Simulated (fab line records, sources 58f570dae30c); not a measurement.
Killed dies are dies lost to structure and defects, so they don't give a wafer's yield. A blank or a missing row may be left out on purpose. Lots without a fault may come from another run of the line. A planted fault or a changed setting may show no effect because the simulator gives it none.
Chamber matching | flow berkeley_cmos170 | UCB170_V1_CMP_02 on cmp-01: 4 sister chambers
The step polishes SiO2. 4 wafers are shown with their chamber, then 9 later ones without.

WAFERS WITH THEIR CHAMBER
wafer  | chamber | motor_current_A (A)
L939.1 | 1       | 14.9
L939.3 | 2       | 17.9
L943.2 | 3       | 17.4
L943.5 | 0       | 20.7

WAFERS WITHOUT THEIR CHAMBER
wafer  | motor_current_A (A)
L945.3 | 18.5
L945.4 | 15.7
L945.6 | 18.4
L950.1 | 18.4
L950.2 | 16.2
L950.3 | 18.9
L951.1 | 17.8
L951.2 | 17.3
L951.3 | 16.0

WHICH CHAMBER EACH WENT THROUGH
wafer  | from the rows above          | in truth
L945.3 | can't be placed: 2 or 3      | 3
L945.4 | can't be placed: 1 or 3 or 2 | 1
L945.6 | can't be placed: 2 or 3      | 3
L950.1 | can't be placed: 2 or 3      | 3
L950.2 | can't be placed: 3 or 1 or 2 | 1
L950.3 | can't be placed: 2 or 3 or 0 | 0
L951.1 | can't be placed: 2 or 3      | 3
L951.2 | can't be placed: 3 or 2      | 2
L951.3 | can't be placed: 1 or 3 or 2 | 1
Placed correctly: 0 of 9. Can't be placed from these rows: 9 (the true chamber is among the candidates in 9). Placed wrongly: 0.
How it was worked out, from the rows above alone: a wafer's distance from a chamber is the root of the sum, over the readings, of the square of ((its reading less the chamber's mean) divided by the reading's scatter). The wafer belongs to the nearest chamber; if the next one is less than 2 further off, it can't be placed. A chamber's mean is the mean of its shown wafers. The scatter: with one shown wafer a chamber, the root of the mean of the squares of how far each hidden wafer lies from its nearest shown one.
